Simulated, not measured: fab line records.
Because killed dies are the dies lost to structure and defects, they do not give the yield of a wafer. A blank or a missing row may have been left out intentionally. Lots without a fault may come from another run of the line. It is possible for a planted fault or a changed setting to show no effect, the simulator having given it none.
2 desks, one fault ; flow berkeley-cmos170 ; numbers are kept per desk, each desk with only its own; the story behind them comes last

## THE TOOL OWNER'S DESK: furnace-04
The tool's own readings at UCB170_WELLDRIVE_OXIDATION_01 (target thk 199 nm, ox time 9000 s): means of the sampled wafers that have a number, for each lot that ran on this tool. If a lot's mean is further than 4 standard deviations from the usual mean, the lot is out of limits and carries the mark OUT (the distance appears in the brackets).
Columns: A = spike-tc-centre-C at UCB170_WELLDRIVE_OXIDATION_01, usual 1102.2 C; B = spike-tc-load-C at UCB170_WELLDRIVE_OXIDATION_01, usual 1129.2 C; C = spike-tc-source-C at UCB170_WELLDRIVE_OXIDATION_01, usual 1126.9 C; D = tube-center-temp-C at UCB170_WELLDRIVE_OXIDATION_01, usual 1100 C; E = tube_center_temp_C_max at UCB170_WELLDRIVE_OXIDATION_01, usual 1102.8
lot;first seen here;A;B;C;D;E
L450;day 3 21:47;1101.3;1133.2;1126.6;1100;1102.9
L451;day 3 21:47;1101.8;1133.5;1127.9;1100;1102.6
L454;day 4 17:08;1101.3;1133.4;1128.1;1100;1102.6
L455;day 4 17:08;1102.2;1133.3;1128.8;1100;1103.3
L456;day 5 03:19;1101.2;1132.3;1128.0;1100;1103.2
L460;day 5 18:44;1109.5 (+4.5) OUT;1141.2 (+4.4) OUT;1135.4 (+4.2) OUT;1108 (+80) OUT;1110.8 (+17) OUT
L461;day 5 18:44;1108.8 (+4.1) OUT;1141.0 (+4.4) OUT;1136.1 (+4.6) OUT;1108 (+79) OUT;1110.5 (+16) OUT
This desk's finding: out of limits on L460, L461; first on L460, day 5 18:44 (spike-tc-centre-C at UCB170_WELLDRIVE_OXIDATION_01). In limits: L450, L451, L454, L455, L456.

## AT THE METROLOGY DESK
What the gauges read for every lot (on any tool): the sampled wafers with a number, averaged. If a lot's mean is further than 4 standard deviations from the usual mean, the lot is out of limits and carries the mark OUT (the distance appears in the brackets).
Columns: A = WELLDRIVE_OXIDE_THK at UCB170_WELLDRIVE_THK_MEAS_02, usual 201 nm; B = V2_BOW at UCB170_V2_BOW_MEAS_03, usual 37 um
lot;first seen here;A;B
L451;day 4 01:17;205;39
L450;day 4 01:19;207;33
L452;day 4 10:39;198;34
L453;day 4 10:40;199;37
L454;day 4 20:38;196;31
L455;day 4 20:38;200;41
L456;day 5 06:50;198;51
L457;day 5 12:19;197;42
L460;day 5 22:17;212;40
L461;day 5 22:21;216 (+4.2) OUT;39
L467;day 7 22:03;208;33
L469;day 8 04:32;201;36
L470;day 8 04:32;204;44
L472;day 8 12:28;199;41
Per this desk, out of limits: L461; the first was L461, day 5 22:21 (WELLDRIVE_OXIDE_THK at UCB170_WELLDRIVE_THK_MEAS_02). In limits: L451, L450, L452, L453, L454, L455, L456, L457, L460, L467, L469, L470, L472.

## PUT TOGETHER
The tool owner's desk could have raised an alarm at day 5 18:44, on L460, L461.
L461 would have let the metrology desk raise an alarm at day 5 22:21.
The metrology desk holds a record of L460, inside its limits.
Every lot named ran UCB170_WELLDRIVE_OXIDATION_01 on furnace-04.

## WHAT THE SIMULATOR HAD INSERTED
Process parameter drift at UCB170_WELLDRIVE_OXIDATION_01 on furnace-04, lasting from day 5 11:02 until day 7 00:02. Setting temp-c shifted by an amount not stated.
Lots struck among those shown: L460, L461.
Time in hours from fault onset to the first out-of-limits reading at each desk: tool owner's desk 8, metrology desk 11.
